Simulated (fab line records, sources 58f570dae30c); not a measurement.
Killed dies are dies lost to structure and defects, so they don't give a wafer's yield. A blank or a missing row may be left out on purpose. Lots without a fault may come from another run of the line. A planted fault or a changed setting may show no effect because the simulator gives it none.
Which tool did it? | flow berkeley_cmos170 | 7 lots, 21 wafers sampled, at 3 steps of a route of 331

WHAT THE GAUGES READ, wafer by wafer
UCB170_V1_THK_MEAS_01.
lot  | measured     | on            | V1_TEOS_THK (nm)
L809 | day 8 04:12  | film_metro-04 | 1951 1991 1986
L811 | day 8 18:20  | film_metro-04 | 1978 2026 1977
L815 | day 9 01:33  | film_metro-03 | 1957 2014 1969
L818 | day 10 08:09 | film_metro-01 | 1956 1982 2009
L822 | day 10 14:19 | film_metro-03 | 1978 2007 2020
L825 | day 11 05:57 | film_metro-01 | 2205 2221 2259
L829 | day 12 06:56 | film_metro-01 | 1993 2016 1996

WHICH TOOL RAN EACH LOT (tool, then ch and the chambers of the sampled wafers, then the start)
lot  | UCB170_CONTACT_RTA_08            | UCB170_V1_CVD_00
L809 | rtp_anneal-02 ch 0, day 7 21:22  | pecvd-04 ch 0,1, day 8 04:02
L811 | rtp_anneal-02 ch 0, day 8 11:32  | pecvd-02 ch 0,1,2, day 8 18:13
L815 | rtp_anneal-02 ch 0, day 8 16:14  | pecvd-01 ch 0,2, day 9 01:23
L818 | rtp_anneal-01 ch 0, day 10 00:07 | pecvd-04 ch 0,1, day 10 08:00
L822 | rtp_anneal-02 ch 0, day 10 05:28 | pecvd-04 ch 0,1, day 10 14:09
L825 | rtp_anneal-01 ch 0, day 10 23:44 | pecvd-01 ch 0,1, day 11 05:47
L829 | rtp_anneal-02 ch 0, day 11 23:28 | pecvd-04 ch 0,1,2, day 12 06:46
- UCB170_CONTACT_RTA_08: time 10 s.
- UCB170_V1_CVD_00: deposits SiO2 from TEOS/O2, target thk 2000 nm, time 250 s.

THE ANSWER, worked out from the rows above alone
Rule: what is usual is taken from the lots themselves. Put in order of their means at a reading, lots are off if they are a third of the lots or fewer, leave a main group of 4 or more, and stand apart from it by a gap of 3 or more times the standard deviation of the main group's means; of several such gaps the widest counts. A main group whose means are all the same, to the digits that the tables above print for the reading, isn't used. A lot without any number at a reading at which 4 lots or more have one is off too. The other lots that the step has rows for count as sound.
Off: L825, at UCB170_V1_THK_MEAS_01 (V1_TEOS_THK). The main group: mean 1989 nm, standard deviation 10.
A tool fits if, at a process step before that reading, it ran every lot that is off, and no sound lot after the first of them. The gauges at UCB170_V1_THK_MEAS_01 are tried like those tools. Can't be told from this: 2 tools fit, rtp_anneal-01 at UCB170_CONTACT_RTA_08, pecvd-01 at UCB170_V1_CVD_00.

WHAT THE SIMULATOR HAD PUT IN
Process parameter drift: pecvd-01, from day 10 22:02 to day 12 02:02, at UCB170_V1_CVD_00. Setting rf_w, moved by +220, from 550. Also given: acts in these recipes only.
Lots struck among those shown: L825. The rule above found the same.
